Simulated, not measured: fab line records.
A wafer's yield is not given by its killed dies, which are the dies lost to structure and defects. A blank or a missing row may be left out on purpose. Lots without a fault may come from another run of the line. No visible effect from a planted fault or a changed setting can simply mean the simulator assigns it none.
fab line records -- flow berkeleyCmos170
record: lots: 15, wafers: 45, lastDay: 14
route steps=331 shown CONTACT@221
lots that met no fault: from a run of the same line without faults
startH: start of the lot's first displayed wafer, in hours after the record's first day -- waitH: time in hours since the lot's previous step -- " identical to the entry in the row above -- L1.1+2: a row that stands for several wafers -- - either no value or no given start -- * or withheld: withheld -- < > ~ a bound
route shown NAME@n: a module of which the file shows steps, and the number in the route of the first -- usual: average and standard deviation across the fault-free wafers -- same: alike in all rows -- chamber/n: place in a boat -- sites: per-site readings -- _std_site: standard deviation across them -- _edge_site: the outer-site mean with the inner-site mean subtracted -- radiusMm: for every site, how far away it sits from the centre of the wafer -- mask NAME#n: copy n -- behind: the last tool/chamber to shape the wafer -- hold: the reason the lot was held/the length of the hold in hours/how it ended -- device: the n, p or np transistor that did not switch -- end of line: at the end of the route, the tests of the same wafers -- a step with no rows: only its recipe -- killed: dies lost to structure and defects at the first sort, not the wafer's yield -- map: per-die view of a wafer (x killed, . not killed, _ where there is no die)
set.NAME: the setting as run; set.NAME@STEP: as run at that earlier step -- model.NAME: the simulator's own value behind a step, which no gauge read
the route's steps for a sample of lots (tables are steps, rows are wafers)
== steps ==
step: UCB170_CONTACT_SOFTBAKE_05
recipe: resist: KrF, tempC: 130, timeS: 60
usual: runLengthS: 89.24/0.12
lot.wafer,tool,chamber,startH,waitH,runLengthS
L359.1,lithoTrack-03,0,178.76,0.1,89.14
L359.5,lithoTrack-03,0,178.76,0.1,89.23
L359.6,lithoTrack-03,0,178.76,0.1,89.07
L360.3,lithoTrack-01,0,188.63,0.1,89.19
L360.4,lithoTrack-01,0,188.63,0.1,89.26
L360.6,lithoTrack-01,0,188.63,0.1,89.13
L362.1,lithoTrack-04,0,188.75,0.1,89.35
L362.2,lithoTrack-04,0,188.75,0.1,89.47
L362.6,lithoTrack-04,0,188.75,0.1,89.33
L361.1,lithoTrack-03,0,190.75,0.1,89.36
L361.5,lithoTrack-03,0,190.75,0.1,89.12
L361.6,lithoTrack-03,0,190.75,0.1,89.28
L365.1,lithoTrack-03,0,206.02,0.1,89.40
L365.2,lithoTrack-03,0,206.02,0.1,89.10
L365.3,lithoTrack-03,0,206.02,0.1,89.35
L364.4,lithoTrack-01,0,206.37,0.1,89.22
L364.5,lithoTrack-01,0,206.37,0.1,89.17
L364.6,lithoTrack-01,0,206.37,0.1,89.22
L363.1,lithoTrack-03,0,208.05,0.1,89.12
L363.2,lithoTrack-03,0,208.05,0.1,89.15
L363.6,lithoTrack-03,0,208.05,0.1,89.17
L370.2,lithoTrack-03,0,229.33,0.1,89.40
L370.4,lithoTrack-03,0,229.33,0.1,89.15
L370.5,lithoTrack-03,0,229.33,0.1,89.09
L368.1,lithoTrack-04,0,231.23,0.1,89.20
L368.3,lithoTrack-04,0,231.23,0.1,89.50
L368.5,lithoTrack-04,0,231.23,0.1,89.43
L372.2,lithoTrack-04,0,241.50,0.1,89.19
L372.3,lithoTrack-04,0,241.50,0.1,89.15
L372.6,lithoTrack-04,0,241.50,0.1,89.24
L375.1,lithoTrack-03,0,265.51,0.1,94.10
L375.3,lithoTrack-03,0,265.51,0.1,93.97
L375.6,lithoTrack-03,0,265.51,0.1,94.21
L376.2,lithoTrack-01,0,266.02,0.1,89.16
L376.4,lithoTrack-01,0,266.02,0.1,89.16
L376.6,lithoTrack-01,0,266.02,0.1,89.19
L377.1,lithoTrack-03,0,270.32,0.1,93.83
L377.4,lithoTrack-03,0,270.32,0.1,94.16
L377.5,lithoTrack-03,0,270.32,0.1,93.91
L379.2,lithoTrack-03,0,281.71,0.1,93.93
L379.5,lithoTrack-03,0,281.71,0.1,93.85
L379.6,lithoTrack-03,0,281.71,0.1,93.96
L381.1,lithoTrack-01,0,300.84,0.1,89.36
L381.3,lithoTrack-01,0,300.84,0.1,89.18
L381.4,lithoTrack-01,0,300.84,0.1,89.07
== key ==
firstSign: step: UCB170_CONTACT_SOFTBAKE_05, reading: runLengthS, direction: up, sigmas: 39, usual: *, struck: *
effect none on later readings
metAt UCB170_CONTACT_SOFTBAKE_05
struckLots L375,L377,L379
testerLeftOut L375,L377,L379
onsetBetween 229.33 265.51
fault: kind: processParameterDrift, tool: lithoTrack-03, chamber: -, onsetH: 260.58, steps: UCB170_CONTACT_SOFTBAKE_05, channel: timeS, offset: *, shape: step, endH: 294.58, actsIn: *, stated: *
testerLeftOut: of these lots the tester's yield and bins aren't shown, on N5 and GAA mostly nor the transistor test; their killed dies are dies lost to structure and defects alone, not to doping, threshold or leakage, so they don't give the yield
